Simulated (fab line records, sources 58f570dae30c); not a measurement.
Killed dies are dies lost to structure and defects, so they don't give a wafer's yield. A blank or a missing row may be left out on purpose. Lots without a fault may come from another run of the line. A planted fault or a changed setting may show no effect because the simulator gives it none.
fab line records | flow berkeley_cmos170
record lots=5 wafers=23
route steps=331 shown M1@245 V1@254 M2@272 V2@301
start_h: hours from the record's first day to the start of the lot's first wafer shown | wait_h: hours since the lot's step before | " the same as in the row above | L1.1+2: a row that stands for several wafers | - no value, or no start given | * or withheld: withheld | < > ~ a bound
route shown NAME@n: a module of which the file shows steps, and the number in the route of the first | usual: mean/standard deviation of fault-free wafers | same: alike in all rows | chamber/n: place in a boat | sites: the reading at each site | _std_site: their standard deviation | _edge_site: outer sites' mean less inner sites' | radius_mm: how far each site lies from the wafer's centre | mask NAME#n: copy n | behind: the tool/chamber that last shaped the wafer | hold: why the lot was held/for how many hours/how that ended | device: the transistor (n, p or np) that didn't switch | end of line: the same wafers' tests at the end of the route | a step without rows: its recipe alone | killed: dies lost to structure and defects at the first sort, not the wafer's yield | map: a wafer's dies, x killed, . not, _ none there
set.NAME: the setting as run; set.NAME@STEP: as run at that earlier step | model.NAME: the simulator's own value behind a step, which no gauge read
lots whose settings were changed on purpose; a table a step, a row a wafer
## steps
# step UCB170_M1_PEB_07
# recipe peb_temp_c=130 peb_time_s=withheld resist=KrF
# columns lot.wafer tool chamber start_h wait_h set.peb_temp_c
L075.1+2+3 litho_track-03 0 175.90 0.2 130
L074.1+4+5 litho_track-04 0 176.74 0.1 130
L074.2+6 " 0 " " 131.1
L081.1+2+5 litho_track-01 0 209.88 0.3 132.5
L081.4+6 " 0 " " 130
L080.1+2+3 litho_track-04 0 211.41 0.1 130
L080.4+5 " 0 " " 126.3
L082.1+2+3+4+6 litho_track-03 0 232.16 0.1 130
# step UCB170_M1_DEVELOP_08
# recipe developer=TMAH develop_time_s=45 resist=KrF dev_temp_c=21
# step UCB170_M1_CD_MEAS_09
# recipe target_cd_nm=700
# usual cd_nm=699.7/1.7
# columns lot.wafer tool chamber start_h wait_h set.peb_temp_c@M1_PEB_07 cd_nm
L075.1 cd_sem-02 - 176.17 - 130 696.5
L075.2 " - " " 130 695.5
L075.3 " - " " 130 695.6
L074.1 cd_sem-02 - 177.01 - 130 696.8
L074.2 " - " " 131.1 690.7
L074.4 " - " " 130 697.7
L074.5 " - " " 130 698.1
L074.6 " - " " 131.1 689.3
L081.1 cd_sem-02 - 210.16 - 132.5 686.3
L081.2 " - " " 132.5 686.1
L081.4 " - " " 130 701.3
L081.5 " - " " 132.5 685.3
L081.6 " - " " 130 700.0
L080.1 cd_sem-02 - 211.68 - 130 700.6
L080.2 " - " " 130 702.1
L080.3 " - " " 130 701.3
L080.4 " - " " 126.3 730.2
L080.5 " - " " 126.3 729.9
L082.1 cd_sem-02 - 232.44 - 130 699.2
L082.2 " - " " 130 700.8
L082.3 " - " " 130 698.7
L082.4 " - " " 130 698.5
L082.6 " - " " 130 698.9
# step UCB170_M1_ETCH_11
# recipe chemistry=N2/H2 target_depth_a=withheld overetch_a=withheld target=BARC time_s=withheld source_w=500 bias_w=100 pressure_mtorr=30 n2_flow_sccm=100 h2_flow_sccm=200
# columns lot.wafer tool chamber start_h wait_h set.peb_temp_c@M1_PEB_07 model.M1.cd_nm
L075.1 rie_diel-01 1 176.33 0.0 130 696.5
L075.2 " 2 " " 130 695
L075.3 " 0 " " 130 694.8
L074.1 rie_diel-01 0 177.17 0.0 130 696.3
L074.2 " 2 " " 131.1 688.9
L074.4 " 2 " " 130 696.7
L074.5 " 1 " " 130 698.1
L074.6 " 0 " " 131.1 688.4
L081.1 rie_diel-04 1 210.31 0.0 132.5 685.7
L081.2 " 2 " " 132.5 686.1
L081.4 " 2 " " 130 702.1
L081.5 " 1 " " 132.5 685.1
L081.6 " 0 " " 130 699.2
L080.1 rie_diel-01 0 211.84 0.0 130 699.8
L080.2 " 1 " " 130 702.2
L080.3 " 3 " " 130 701.6
L080.4 " 2 " " 126.3 730.2
L080.5 " 3 " " 126.3 729.8
L082.1 rie_diel-03 2 232.59 0.0 130 699.1
L082.2 " 1 " " 130 700.7
L082.3 " 0 " " 130 698.8
L082.4 " 3 " " 130 698.5
L082.6 " 3 " " 130 698.2
# step UCB170_M1_METAL_ETCH_12
# recipe chemistry=Cl2/BCl3 target=Al stop_on=PSG pressure_mtorr=12 target_depth_a=7800 over_etch_frac=0.3 time_s=130 icp_w=600 bias_w=120 Cl2_flow_sccm=90 bcl3_flow_sccm=45
# columns lot.wafer tool chamber start_h wait_h set.peb_temp_c@M1_PEB_07 model.M1.cd_nm
L075.1 rie_metal-03 0 176.37 - 130 695.6
L075.2 " 1 " " 130 696.1
L075.3 " 1 " " 130 697
L074.1 rie_metal-02 0 177.21 - 130 695.9
L074.2 " 1 " " 131.1 687.9
L074.4 " 1 " " 130 695.1
L074.5 " 1 " " 130 699.1
L074.6 " 0 " " 131.1 689.3
L081.1 rie_metal-03 0 210.36 - 132.5 684.9
L081.2 " 1 " " 132.5 686.9
L081.4 " 1 " " 130 704.7
L081.5 " 0 " " 132.5 685.8
L081.6 " 1 " " 130 699.6
L080.1 rie_metal-02 0 211.88 - 130 698.9
L080.2 " 1 " " 130 703.1
L080.3 " 0 " " 130 701.3
L080.4+5 " 1 " " 126.3 730.3
L082.1+4 rie_metal-03 1 232.64 - 130 699.2
L082.2 " 0 " " 130 699.5
L082.3 " 0 " " 130 696.1
L082.6 " 0 " " 130 695.9
# step UCB170_M1_STRIP_13
# recipe chemistry=O2 power_w=400 pressure_mtorr=3500 platen_temp_c=withheld o2_flow_sccm=400 overash_fraction=0.5
# step UCB170_M1_CD_MEAS_90
# recipe target_cd_nm=700
# usual cd_nm=699.7/2.3
# columns lot.wafer tool chamber start_h wait_h set.peb_temp_c@M1_PEB_07 cd_nm
L075.1 cd_sem-01 - 176.61 0.1 130 696.1
L075.2 " - " " 130 696.2
L075.3 " - " " 130 696.7
L074.1 cd_sem-01 - 177.44 0.1 130 696.4
L074.2 " - " " 131.1 687.7
L074.4 " - " " 130 695.1
L074.5 " - " " 130 698.9
L074.6 " - " " 131.1 689.5
L081.1 cd_sem-02 - 210.59 0.1 132.5 684.7
L081.2 " - " " 132.5 686.9
L081.4 " - " " 130 705.0
L081.5 " - " " 132.5 685.6
L081.6 " - " " 130 700.0
L080.1 cd_sem-02 - 212.12 0.1 130 699.0
L080.2 " - " " 130 702.7
L080.3 " - " " 130 701.6
L080.4 " - " " 126.3 730.2
L080.5 " - " " 126.3 730.2
L082.1 cd_sem-02 - 233.04 0.2 130 699.4
L082.2 " - " " 130 699.5
L082.3 " - " " 130 696.1
L082.4 " - " " 130 699.3
L082.6 " - " " 130 696.2
# step UCB170_V1_CVD_00
# recipe material=SiO2 target_thk_nm=2000 temp_c=390 precursor=TEOS/O2 time_s=250 rf_w=550 pressure_mtorr=9000
# columns lot.wafer tool chamber start_h wait_h set.time_s model.SiO2_of_V1_CVD_00.thk_nm
L075.1 pecvd-02 2 178.06 0.0 250 2001
L075.2 " 1 " " 250 1989
L075.3 " 0 " " 250 1990
L074.1 pecvd-04 2 179.39 0.0 250 1967
L074.2 " 1 " " 250 1992
L074.4 " 1 " " 221.8 1777
L074.5 " 0 " " 250 -
L074.6 " 2 " " 221.8 -
L081.1 pecvd-01 0 212.04 0.0 250 2015
L081.2 " 2 " " 224.8 1800
L081.4 " 0 " " 250 2020
L081.5 " 2 " " 224.8 1829
L081.6 " 1 " " 250 2006
L080.1+3+4 pecvd-04 1,2,1 213.57 0.0 250 -
L080.2 " 0 " " 250 1985
L080.5 " 0 " " 250 2039
L082.1 pecvd-01 1 235.34 0.0 228.4 1813
L082.2 " 0 " " 250 1972
L082.3+4 " 0,1 " " 228.4 1848
L082.6 " 1 " " 250 2038
# step UCB170_V1_THK_MEAS_01
# recipe reads=SiO2_of_V1_CVD_00
# usual V1_TEOS_THK=2007/26
# columns lot.wafer tool chamber start_h wait_h set.time_s@V1_CVD_00 V1_TEOS_THK[nm]
L075.1 film_metro-01 - 178.21 0.1 250 2000
L075.2 " - " " 250 1990
L075.3 " - " " 250 1990
L074.1 film_metro-04 - 179.55 0.1 250 1968
L074.2 " - " " 250 1992
L074.4 " - " " 221.8 1777
L074.5 " - " " 250 2022
L074.6 " - " " 221.8 1778
L081.1 film_metro-03 - 212.20 0.1 250 2014
L081.2 " - " " 224.8 1801
L081.4 " - " " 250 2021
L081.5 " - " " 224.8 1830
L081.6 " - " " 250 2007
L080.1 film_metro-03 - 213.72 0.1 250 2002
L080.2 " - " " 250 1986
L080.3 " - " " 250 2005
L080.4 " - " " 250 2049
L080.5 " - " " 250 2041
L082.1 film_metro-01 - 235.58 0.2 228.4 1813
L082.2 " - " " 250 1972
L082.3 " - " " 228.4 1847
L082.4 " - " " 228.4 1847
L082.6 " - " " 250 2038
# step UCB170_V1_PEB_10
# recipe peb_temp_c=130 peb_time_s=withheld resist=KrF
# columns lot.wafer tool chamber start_h wait_h set.peb_temp_c
L074.1+5+6 litho_track-02 0 182.22 0.1 132.5
L074.2+4 " 0 " " 130
L075.1+2+3 litho_track-01 0 182.47 0.1 130
L081.1+2+4 litho_track-02 0 214.18 0.3 132
L081.5+6 " 0 " " 130
L080.1+2+3+4+5 litho_track-04 0 219.54 0.1 130
L082.1+2+3+4+6 litho_track-04 0 239.40 0.8 130
# step UCB170_V1_DEVELOP_11
# recipe developer=TMAH develop_time_s=45 resist=KrF dev_temp_c=21
# step UCB170_V1_CD_MEAS_12
# recipe target_cd_nm=700
# usual cd_nm=699.6/1.2
# columns lot.wafer tool chamber start_h wait_h set.peb_temp_c@V1_PEB_10 cd_nm
L074.1 cd_sem-01 - 182.50 - 132.5 713.2
L074.2 " - " " 130 698.6
L074.4 " - " " 130 698.5
L074.5 " - " " 132.5 713.0
L074.6 " - " " 132.5 712.8
L075.1 cd_sem-02 - 182.74 - 130 699.4
L075.2 " - " " 130 699.9
L075.3 " - " " 130 700.6
L081.1 cd_sem-02 - 214.45 - 132 712.3
L081.2 " - " " 132 711.7
L081.4 " - " " 132 711.3
L081.5 " - " " 130 699.9
L081.6 " - " " 130 700.0
L080.1 cd_sem-01 - 219.82 - 130 699.5
L080.2 " - " " 130 699.2
L080.3 " - " " 130 698.6
L080.4 " - " " 130 698.4
L080.5 " - " " 130 699.1
L082.1 cd_sem-02 - 239.68 - 130 698.6
L082.2 " - " " 130 699.3
L082.3 " - " " 130 699.4
L082.4 " - " " 130 698.3
L082.6 " - " " 130 699.5
# step UCB170_V1_ETCH_14
# recipe chemistry=CHF3/CF4/Ar target=SiO2 stop_on=Al CHF3_flow_sccm=45 cf4_flow_sccm=15 Ar_flow_sccm=150 pressure_mtorr=200 rf_w=700 target_depth_a=12500 over_etch_frac=0.25 time_s=291
# columns lot.wafer tool chamber start_h wait_h set.peb_temp_c@V1_PEB_10 model.V1.cd_nm
L074.1 rie_diel-03 0 182.66 0.0 132.5 714
L074.2 " 3 " " 130 699.1
L074.4 " 1 " " 130 698.8
L074.5 " 0 " " 132.5 713.5
L074.6 " 3 " " 132.5 713.6
L075.1 rie_diel-02 3 182.90 0.0 130 699.2
L075.2 " 2 " " 130 699.8
L075.3 " 0 " " 130 700.3
L081.1 rie_diel-02 2 214.61 0.0 132 712.2
L081.2 " 0 " " 132 711.8
L081.4 " 3 " " 132 711.4
L081.5 " 2 " " 130 699.7
L081.6 " 1 " " 130 700.5
L080.1 rie_diel-03 2 219.97 0.0 130 699.4
L080.2 " 1 " " 130 699.5
L080.3 " 3 " " 130 698.9
L080.4 " 0 " " 130 699.2
L080.5 " 3 " " 130 699.9
L082.1 rie_diel-03 1 239.83 0.0 130 698.5
L082.2 " 3 " " 130 699.2
L082.3 " 0 " " 130 700.2
L082.4 " 2 " " 130 698.1
L082.6 " 0 " " 130 700
# step UCB170_V1_STRIP_15
# recipe chemistry=O2 power_w=400 pressure_mtorr=3500 platen_temp_c=withheld o2_flow_sccm=400 overash_fraction=0.5
# step UCB170_V1_CD_MEAS_90
# recipe target_cd_nm=700
# usual cd_nm=699.5/1.2
# columns lot.wafer tool chamber start_h wait_h set.peb_temp_c@V1_PEB_10 cd_nm
L074.1 cd_sem-01 - 182.93 0.1 132.5 714.3
L074.2 " - " " 130 699.2
L074.4 " - " " 130 698.8
L074.5 " - " " 132.5 713.3
L074.6 " - " " 132.5 713.6
L075.1 cd_sem-02 - 183.18 0.1 130 699.1
L075.2 " - " " 130 699.6
L075.3 " - " " 130 700.4
L081.1 cd_sem-02 - 214.91 0.1 132 712.3
L081.2 " - " " 132 711.9
L081.4 " - " " 132 711.3
L081.5 " - " " 130 699.8
L081.6 " - " " 130 700.3
L080.1 cd_sem-02 - 220.25 0.1 130 699.2
L080.2 " - " " 130 699.4
L080.3 " - " " 130 699.0
L080.4 " - " " 130 698.8
L080.5 " - " " 130 699.9
L082.1 cd_sem-01 - 240.19 0.1 130 698.4
L082.2 " - " " 130 699.2
L082.3 " - " " 130 700.2
L082.4 " - " " 130 698.2
L082.6 " - " " 130 699.9
# step UCB170_M2_SPUTTER_01
# recipe material=Al target_thk_nm=900 time_s=120 power_w=6000 chamber_pressure_pa=0.5
# columns lot.wafer tool chamber start_h wait_h set.time_s model.Al_of_M2_SPUTTER_01.thk_nm
L074.1 pvd_sputter-02 - 183.12 0.0 120 907.2
L074.2 " - " " 120 913.7
L074.4 " - " " 120 907.8
L074.5 " - " " 126.3 957.6
L074.6 " - " " 126.3 955.9
L075.1 pvd_sputter-01 - 183.36 0.0 120 897.1
L075.2 " - " " 120 903.2
L075.3 " - " " 120 903
L081.1 pvd_sputter-01 - 215.09 0.0 120 887.7
L081.2 " - " " 115.4 858.6
L081.4 " - " " 115.4 856.1
L081.5 " - " " 120 894.1
L081.6 " - " " 120 889.6
L080.1 pvd_sputter-02 - 220.44 0.0 129.1 965.4
L080.2 " - " " 120 892.6
L080.3 " - " " 129.1 960.1
L080.4 " - " " 129.1 966.2
L080.5 " - " " 120 893
L082.1 pvd_sputter-03 - 240.38 0.0 120 902.9
L082.2 " - " " 120 901.1
L082.3 " - " " 120 893.8
L082.4 " - " " 120 888.8
L082.6 " - " " 120 890.5
# step UCB170_M2_RS_MEAS_02
# recipe thk_meas_gauge=four-point-probe reads=Al_of_M2_SPUTTER_01
# usual M2_AL_RS=0.03209/0.00024
# columns lot.wafer tool chamber start_h wait_h set.time_s@M2_SPUTTER_01 M2_AL_RS[ohm/sq]
L074.1 film_metro-02 - 183.20 0.0 120 0.03181
L074.2 " - " " 120 0.03159
L074.4 " - " " 120 0.03179
L074.5 " - " " 126.3 0.0301
L074.6 " - " " 126.3 0.03017
L075.1 film_metro-04 - 183.45 0.0 120 0.03223
L075.2 " - " " 120 0.03197
L075.3 " - " " 120 0.03203
L081.1 film_metro-01 - 215.18 0.0 120 0.03261
L081.2 " - " " 115.4 0.03369
L081.4 " - " " 115.4 0.0339
L081.5 " - " " 120 0.03239
L081.6 " - " " 120 0.03258
L080.1 film_metro-01 - 220.54 0.0 129.1 0.02994
L080.2 " - " " 120 0.03241
L080.3 " - " " 129.1 0.0301
L080.4 " - " " 129.1 0.02995
L080.5 " - " " 120 0.03239
L082.1 film_metro-01 - 240.46 0.0 120 0.03203
L082.2 " - " " 120 0.03212
L082.3 " - " " 120 0.03237
L082.4 " - " " 120 0.03256
L082.6 " - " " 120 0.03252
# step UCB170_M2_THK_MEAS_03
# recipe thk_meas_gauge=xrf reads=Al_of_M2_SPUTTER_01
# usual M2_AL_THK=892/6.9
# columns lot.wafer tool chamber start_h wait_h set.time_s@M2_SPUTTER_01 M2_AL_THK[nm]
L074.1 film_metro-02 - 183.32 0.1 120 898
L074.2 " - " " 120 900
L074.4 " - " " 120 896
L074.5 " - " " 126.3 946
L074.6 " - " " 126.3 944
L075.1 film_metro-04 - 183.57 0.1 120 890
L075.2 " - " " 120 902
L075.3 " - " " 120 892
L081.1 film_metro-01 - 215.30 0.1 120 881
L081.2 " - " " 115.4 847
L081.4 " - " " 115.4 846
L081.5 " - " " 120 884
L081.6 " - " " 120 881
L080.1 film_metro-01 - 220.66 0.1 129.1 961
L080.2 " - " " 120 887
L080.3 " - " " 129.1 954
L080.4 " - " " 129.1 954
L080.5 " - " " 120 887
L082.1 film_metro-01 - 240.58 0.1 120 889
L082.2 " - " " 120 888
L082.3 " - " " 120 885
L082.4 " - " " 120 874
L082.6 " - " " 120 882
# step UCB170_V2_EXPOSE_09
# recipe mask_id=VIA2 target_cd_nm=700 na=0.5 sigma_outer=0.6 source_shape=conventional dose_mj=37
# columns lot.wafer tool chamber start_h wait_h mask set.dose_mj
L074.1+2+6 krf_scanner-02 0 187.32 0.1 VIA2#0 39.27
L074.4+5 " 0 " " VIA2#0 37
L075.1+2+3 krf_scanner-01 0 188.35 0.2 VIA2#0 37
L081.1+6 krf_scanner-01 0 222.09 0.1 VIA2#0 37
L081.2+4+5 " 0 " " VIA2#0 38.73
L080.1+3+5 krf_scanner-01 0 225.66 0.1 VIA2#0 34.5
L080.2+4 " 0 " " VIA2#0 37
L082.1+6 krf_scanner-01 0 245.00 0.2 VIA2#0 37
L082.2+3+4 " 0 " " VIA2#0 37.79
# step UCB170_V2_PEB_10
# recipe peb_temp_c=130 peb_time_s=withheld resist=KrF
# step UCB170_V2_DEVELOP_11
# recipe developer=TMAH develop_time_s=45 resist=KrF dev_temp_c=21
# step UCB170_V2_CD_MEAS_12
# recipe target_cd_nm=700
# usual cd_nm=700.1/1.3
# columns lot.wafer tool chamber start_h wait_h set.dose_mj@V2_EXPOSE_09 cd_nm
L074.1 cd_sem-01 - 188.22 - 39.27 711.5
L074.2 " - " " 39.27 711.6
L074.4 " - " " 37 702.1
L074.5 " - " " 37 701.5
L074.6 " - " " 39.27 711.8
L075.1 cd_sem-02 - 189.05 - 37 698.9
L075.2 " - " " 37 699.5
L075.3 " - " " 37 698.0
L081.1 cd_sem-01 - 222.48 - 37 697.7
L081.2 " - " " 38.73 706.0
L081.4 " - " " 38.73 707.0
L081.5 " - " " 38.73 707.5
L081.6 " - " " 37 699.1
L080.1 cd_sem-02 - 226.51 - 34.5 688.3
L080.2 " - " " 37 701.7
L080.3 " - " " 34.5 689.4
L080.4 " - " " 37 702.0
L080.5 " - " " 34.5 689.3
L082.1 cd_sem-01 - 245.39 - 37 698.4
L082.2 " - " " 37.79 703.8
L082.3 " - " " 37.79 703.4
L082.4 " - " " 37.79 702.5
L082.6 " - " " 37 699.1
# step UCB170_V2_ETCH_14
# recipe chemistry=CHF3/CF4/Ar target=SiO2 stop_on=Al CHF3_flow_sccm=45 cf4_flow_sccm=15 Ar_flow_sccm=150 pressure_mtorr=200 rf_w=700 target_depth_a=12500 over_etch_frac=0.25 time_s=291
# columns lot.wafer tool chamber start_h wait_h set.dose_mj@V2_EXPOSE_09 model.V2.cd_nm
L074.1 rie_diel-02 0 188.38 0.0 39.27 711
L074.2 " 3 " " 39.27 711.6
L074.4 " 1 " " 37 702
L074.5 " 3 " " 37 701.6
L074.6 " 2 " " 39.27 711.9
L075.1 rie_diel-04 3 189.21 0.0 37 699.6
L075.2 " 1 " " 37 699.7
L075.3 " 2 " " 37 697.9
L081.1 rie_diel-01 1 222.64 0.0 37 697.4
L081.2 " 2 " " 38.73 706.1
L081.4 " 3 " " 38.73 706.9
L081.5 " 3 " " 38.73 706.6
L081.6 " 2 " " 37 699.2
L080.1 rie_diel-04 3 226.67 0.0 34.5 688.8
L080.2 " 1 " " 37 702
L080.3 " 2 " " 34.5 689.3
L080.4 " 0 " " 37 702.3
L080.5 " 2 " " 34.5 689.2
L082.1 rie_diel-02 0 245.55 0.0 37 698.2
L082.2 " 3 " " 37.79 703.3
L082.3 " 2 " " 37.79 703.2
L082.4 " 1 " " 37.79 702.7
L082.6 " 1 " " 37 699
# step UCB170_V2_STRIP_15
# recipe chemistry=O2 power_w=400 pressure_mtorr=3500 platen_temp_c=withheld o2_flow_sccm=400 overash_fraction=0.5
# step UCB170_V2_CD_MEAS_90
# recipe target_cd_nm=700
# usual cd_nm=700.2/1.4
# columns lot.wafer tool chamber start_h wait_h set.dose_mj@V2_EXPOSE_09 cd_nm
L074.1 cd_sem-01 - 188.66 0.1 39.27 711.3
L074.2 " - " " 39.27 711.3
L074.4 " - " " 37 702.1
L074.5 " - " " 37 701.7
L074.6 " - " " 39.27 711.8
L075.1 cd_sem-02 - 189.48 0.1 37 699.6
L075.2 " - " " 37 699.9
L075.3 " - " " 37 697.8
L081.1 cd_sem-02 - 222.92 0.1 37 697.3
L081.2 " - " " 38.73 706.1
L081.4 " - " " 38.73 706.5
L081.5 " - " " 38.73 706.7
L081.6 " - " " 37 699.3
L080.1 cd_sem-02 - 226.94 0.1 34.5 689.0
L080.2 " - " " 37 701.9
L080.3 " - " " 34.5 689.2
L080.4 " - " " 37 702.6
L080.5 " - " " 34.5 689.2
L082.1 cd_sem-02 - 245.83 0.1 37 698.1
L082.2 " - " " 37.79 703.6
L082.3 " - " " 37.79 703.0
L082.4 " - " " 37.79 702.4
L082.6 " - " " 37 699.2
## key
split step=UCB170_M1_PEB_07 setting=peb_temp_c stated=130 by=wafer
response step=UCB170_M1_CD_MEAS_09 reading=cd_nm change=-9.3 per=1% r=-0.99
response step=UCB170_M1_ETCH_11 reading=model.M1.cd_nm change=-9.41 per=1% r=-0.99
response step=UCB170_M1_METAL_ETCH_12 reading=model.M1.cd_nm change=-9.69 per=1% r=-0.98
response step=UCB170_M1_CD_MEAS_90 reading=cd_nm change=-9.75 per=1% r=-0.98
split step=UCB170_V1_CVD_00 setting=time_s stated=250 by=wafer
response step=UCB170_V1_CVD_00 reading=model.SiO2_of_V1_CVD_00.thk_nm change=+19.2 per=1% r=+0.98
response step=UCB170_V1_THK_MEAS_01 reading=V1_TEOS_THK change=+19.5 per=1% r=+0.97
split step=UCB170_V1_PEB_10 setting=peb_temp_c stated=130 by=wafer
response step=UCB170_V1_CD_MEAS_12 reading=cd_nm change=+7.58 per=1% r=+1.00
response step=UCB170_V1_ETCH_14 reading=model.V1.cd_nm change=+7.64 per=1% r=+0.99
response step=UCB170_V1_CD_MEAS_90 reading=cd_nm change=+7.67 per=1% r=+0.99
split step=UCB170_M2_SPUTTER_01 setting=time_s stated=120 by=wafer
response step=UCB170_M2_SPUTTER_01 reading=model.Al_of_M2_SPUTTER_01.thk_nm change=+9.16 per=1% r=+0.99
response step=UCB170_M2_RS_MEAS_02 reading=M2_AL_RS change=-0.000316 per=1% r=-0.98
response step=UCB170_M2_THK_MEAS_03 reading=M2_AL_THK change=+9.08 per=1% r=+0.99
split step=UCB170_V2_EXPOSE_09 setting=dose_mj stated=37 by=wafer
response step=UCB170_V2_CD_MEAS_12 reading=cd_nm change=+1.79 per=1% r=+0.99
response step=UCB170_V2_ETCH_14 reading=model.V2.cd_nm change=+1.79 per=1% r=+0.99
response step=UCB170_V2_CD_MEAS_90 reading=cd_nm change=+1.77 per=1% r=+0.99
